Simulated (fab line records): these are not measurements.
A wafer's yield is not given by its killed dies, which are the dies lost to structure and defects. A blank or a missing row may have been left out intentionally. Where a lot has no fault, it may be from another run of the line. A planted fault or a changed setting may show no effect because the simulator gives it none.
Check for tools in common + flow ritCmos + 42 wafers sampled across 14 lots

== THE REASON FOR OPENING IT ==
RIT_NWELL_TW_MEAS_10, reading NWELL_TW: flagged on 2 of 14 lots. Fault-free wafers read 2130, with a standard deviation of 18.
Rule: flag the lot when none of its wafers has a number, or when each of its wafers that has one lies beyond 4 standard deviations from that mean. All remaining lots are regarded as sound.

| lot  | measured    | on           | NWELL_TW, wafer by wafer | flag    |
|------|-------------|--------------|--------------------------|---------|
| L520 | day 2 02:15 | filmMetro-04 | 2119 2118 2128           |         |
| L521 | day 2 07:46 | filmMetro-01 | 2154 2167 2160           |         |
| L522 | day 2 13:16 | filmMetro-02 | 2120 2110 2113           |         |
| L523 | day 2 17:12 | filmMetro-02 | 2115 2121 2123           |         |
| L525 | day 3 02:52 | filmMetro-02 | 2120 2107 2112           |         |
| L526 | day 3 08:20 | filmMetro-01 | 2155 2161 2163           |         |
| L528 | day 3 18:51 | filmMetro-02 | 2108 2114 2128           |         |
| L529 | day 3 22:47 | filmMetro-02 | 2114 2113 2122           |         |
| L530 | day 4 04:00 | filmMetro-01 | 2163 2158 2160           |         |
| L531 | day 4 08:48 | filmMetro-02 | 2110 2121 2116           |         |
| L532 | day 4 14:14 | filmMetro-04 | 2125 2128 2115           |         |
| L533 | day 4 19:17 | filmMetro-04 | 2414 2405 2404           | FLAGGED |
| L535 | day 5 05:39 | filmMetro-02 | 2428 2414 2415           | FLAGGED |
| L537 | day 5 15:56 | filmMetro-04 | 2119 2117 2109           |         |
The mean of the flagged lots' numbers is 2413, +283 from the usual (+16 standard deviations).

== TOOL THAT RAN EACH LOT ==
Before the reading, the record contains 2 process steps out of a 202-step route. Each cell gives the tool, then ch followed by the chambers the sampled wafers passed through, then the start.
| lot  | flag    | RIT_ACTIVE_STRIP_14                | RIT_NWELL_IMPLANT_08           |
|------|---------|------------------------------------|--------------------------------|
| L520 |         | plasmaAsher-02 ch 0,1, day 1 20:02 | implanter-01 ch 0, day 2 01:58 |
| L521 |         | plasmaAsher-02 ch 0,1, day 2 00:50 | implanter-04 ch 0, day 2 07:26 |
| L522 |         | plasmaAsher-04 ch 0,1, day 2 05:50 | implanter-02 ch 0, day 2 12:58 |
| L523 |         | plasmaAsher-04 ch 0,1, day 2 11:15 | implanter-01 ch 0, day 2 16:53 |
| L525 |         | plasmaAsher-01 ch 0,1, day 2 20:58 | implanter-01 ch 0, day 3 02:34 |
| L526 |         | plasmaAsher-01 ch 0,1, day 3 02:02 | implanter-01 ch 0, day 3 08:00 |
| L528 |         | plasmaAsher-01 ch 0,1, day 3 12:41 | implanter-04 ch 0, day 3 18:31 |
| L529 |         | plasmaAsher-04 ch 0,1, day 3 16:52 | implanter-02 ch 0, day 3 22:28 |
| L530 |         | plasmaAsher-04 ch 0,1, day 3 21:54 | implanter-04 ch 0, day 4 03:43 |
| L531 |         | plasmaAsher-01 ch 0,1, day 4 02:50 | implanter-02 ch 0, day 4 08:29 |
| L532 |         | plasmaAsher-04 ch 0,1, day 4 08:02 | implanter-02 ch 0, day 4 13:56 |
| L533 | FLAGGED | plasmaAsher-01 ch 0,1, day 4 12:54 | implanter-02 ch 0, day 4 18:59 |
| L535 | FLAGGED | plasmaAsher-02 ch 0,1, day 4 22:50 | implanter-02 ch 0, day 5 05:20 |
| L537 |         | plasmaAsher-04 ch 0,1, day 5 08:54 | implanter-04 ch 0, day 5 15:38 |
What the steps here do:
- RIT_ACTIVE_STRIP_14: strips in O2, time 180 s.
- RIT_NWELL_IMPLANT_08
- RIT_NWELL_TW_MEAS_10

== FLAGGED AGAINST TOTAL, ONE TOOL AT A TIME (gauges that did the reading follow at the end) ==
| step                 | tool           | lots run | flagged | share of the flagged lots | sound lots run after its first flagged lot |
|----------------------|----------------|----------|---------|---------------------------|--------------------------------------------|
| RIT_ACTIVE_STRIP_14  | plasmaAsher-01 | 5        | 1       | some                      | 0                                          |
| RIT_ACTIVE_STRIP_14  | plasmaAsher-02 | 3        | 1       | some                      | 0                                          |
| RIT_ACTIVE_STRIP_14  | plasmaAsher-04 | 6        | 0       | none                      | -                                          |
| RIT_NWELL_IMPLANT_08 | implanter-01   | 4        | 0       | none                      | -                                          |
| RIT_NWELL_IMPLANT_08 | implanter-02   | 6        | 2       | all                       | 0                                          |
| RIT_NWELL_IMPLANT_08 | implanter-04   | 4        | 0       | none                      | -                                          |
| RIT_NWELL_TW_MEAS_10 | filmMetro-01   | 3        | 0       | none                      | -                                          |
| RIT_NWELL_TW_MEAS_10 | filmMetro-02   | 7        | 1       | some                      | 0                                          |
| RIT_NWELL_TW_MEAS_10 | filmMetro-04   | 4        | 1       | some                      | 1 (L537)                                   |

== WHAT IS ALLOWED BY THE TABLE ==
All flagged lots share 1 row of the table, namely implanter-02 at RIT_NWELL_IMPLANT_08.
- implanter-02 at RIT_NWELL_IMPLANT_08: 2 of its 6 lots flagged. Its last sound lot is L532 (day 4 13:56), its first flagged lot L533 (day 4 18:59): a fault that began between those two fits. Its own readings (doseIonsCm2, faradayCurrentUA) fall more than 4 standard deviations out on all wafers of the flagged lots.
Just one tool remains: implanter-02 at RIT_NWELL_IMPLANT_08.

== WHAT THE SIMULATOR HAD PUT IN ==
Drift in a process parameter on implanter-02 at RIT_NWELL_IMPLANT_08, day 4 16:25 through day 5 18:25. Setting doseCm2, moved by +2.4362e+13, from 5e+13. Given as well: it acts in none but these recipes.
Struck lots among those shown: L533, L535. The rule above reached the same finding.
